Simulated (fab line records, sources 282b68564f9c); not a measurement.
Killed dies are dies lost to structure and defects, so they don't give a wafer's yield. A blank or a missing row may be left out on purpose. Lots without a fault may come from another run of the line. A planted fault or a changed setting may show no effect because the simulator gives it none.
A struck lot beside a sound one | flow rit_cmos | 18 steps out of a route of 202
Sound: wafers L327.3, L327.4, L327.6. Struck: wafers L333.1, L333.3, L333.6. The cause comes at the end.
At each step with rows: each side's tool, then ch and its chambers, then its first start. Under that, the readings that differ: sound wafers | struck wafers | difference of the means | sigmas: that difference in standard deviations of wafers without a fault.
alike: readings whose means differ by less than 2 such deviations, and words and numbers that are the same on both sides. not compared: withheld readings, readings that some wafer has no value for, bounds like >300 that may hide the same value, and numbers for which the record gives no deviation and whose values overlap.
The two part at a step that has a row with sigmas, a row that says differs or no value, or rows on one side only. Numbers that don't overlap but have no deviation are shown without sigmas and don't part them. A reading that every wafer of one side lacks parts them only if that side has two wafers or more.

first, 2 steps without rows for these wafers: RIT_PLDD_HARDBAKE_07 (time 60 s); RIT_PLDD_IMPLANT_08.
RIT_PLDD_STRIP_09: strips in O2, time 180 s.
  sound on plasma_asher-04 ch 0,1, day 2 19:31; struck on plasma_asher-04 ch 0, day 4 01:30
  alike: chamber_pressure_mTorr, drypump_motor_current_A
  not compared: rf_hours_counter_h
RIT_PLDD_TW_MEAS_10:
  sound on film_metro-01, day 2 19:40; struck on film_metro-03, day 4 01:41
  alike: PLDD_TW
then, 4 steps without rows for these wafers: RIT_SPACER_CLEAN_00 (cleans in SC1, time 600 s); RIT_SPACER_CLEAN_01 (cleans in dHF, time 30 s); RIT_SPACER_CLEAN_02 (cleans in SC2, time 600 s); RIT_SPACER_CVD_03 (deposits Si3N4 from SiH2Cl2/NH3, target thk 250 nm, time 3300 s).
RIT_SPACER_THK_MEAS_04:
  sound on film_metro-01, day 2 22:00; struck on film_metro-04, day 4 04:03
  alike: SPACER_NITRIDE_THK
RIT_SPACER_ETCHBACK_05: etches Si3N4 in SF6/CHF3, stops on SiO2, target depth 250 nm, time 240 s.
  sound on rie_diel-01 ch 0,1,2, day 2 22:02; struck on rie_diel-01 ch 2,3, day 4 04:07
  reading               | sound             | struck            | difference | sigmas
  oes_product_au (a.u.) | 0.851 0.808 0.822 | 0.854 0.846 0.853 | +0.024     | +2
  alike: chamber_pressure_mTorr, drypump_motor_current_A, throttle_valve_pct
  not compared: rf_hours_counter_h
then, 2 steps without rows for these wafers: RIT_NSD_HMDS_00 (prime time 60 s); RIT_NSD_COAT_01 (resist thk 1000 nm).
RIT_NSD_SOFTBAKE_02: time 60 s.
  sound on litho_track-03 ch 0, day 2 22:32; struck on litho_track-03 ch 0, day 4 04:34
  reading                  | sound             | struck            | difference | sigmas
  heater_power_total_W (W) | 34.61 34.50 34.61 | 33.39 33.42 33.22 | -1.23      | -23
  plate_temp_C (C)         | 90.10 90.36 90.07 | 87.67 87.72 87.74 | -2.47      | -19
then, 2 steps without rows for these wafers: RIT_NSD_EXPOSE_03 (exposes mask M9, target cd 40700 nm); RIT_NSD_PEB_04.
RIT_NSD_DEVELOP_05: develop time 50 s.
  sound on litho_track-03 ch 0; struck on litho_track-03 ch 0
  alike: developer_temp_C
  not compared: model.NOVOLAK_of_NSD_COAT_01.thk_nm
RIT_NSD_OVL_MEAS_06:
  sound on overlay-02, day 2 23:04; struck on overlay-01, day 4 05:07
  reading      | sound          | struck      | difference | sigmas
  NSD_OVL (nm) | -2.0 -1.9 -1.5 | 3.3 2.9 2.2 | +4.6       | +3
RIT_M1_PROBE_99:
  sound on prober-01, day 3 09:38; struck on prober-01, day 4 14:59
  alike: killed_at_front_end, killed_dies, killed_open, killed_short

WHERE THEY PART
First at RIT_SPACER_ETCHBACK_05; last, within this record, at RIT_NSD_OVL_MEAS_06. Later steps at which nothing parts them and some readings are alike: RIT_M1_PROBE_99.

WHY: what the simulator had put in
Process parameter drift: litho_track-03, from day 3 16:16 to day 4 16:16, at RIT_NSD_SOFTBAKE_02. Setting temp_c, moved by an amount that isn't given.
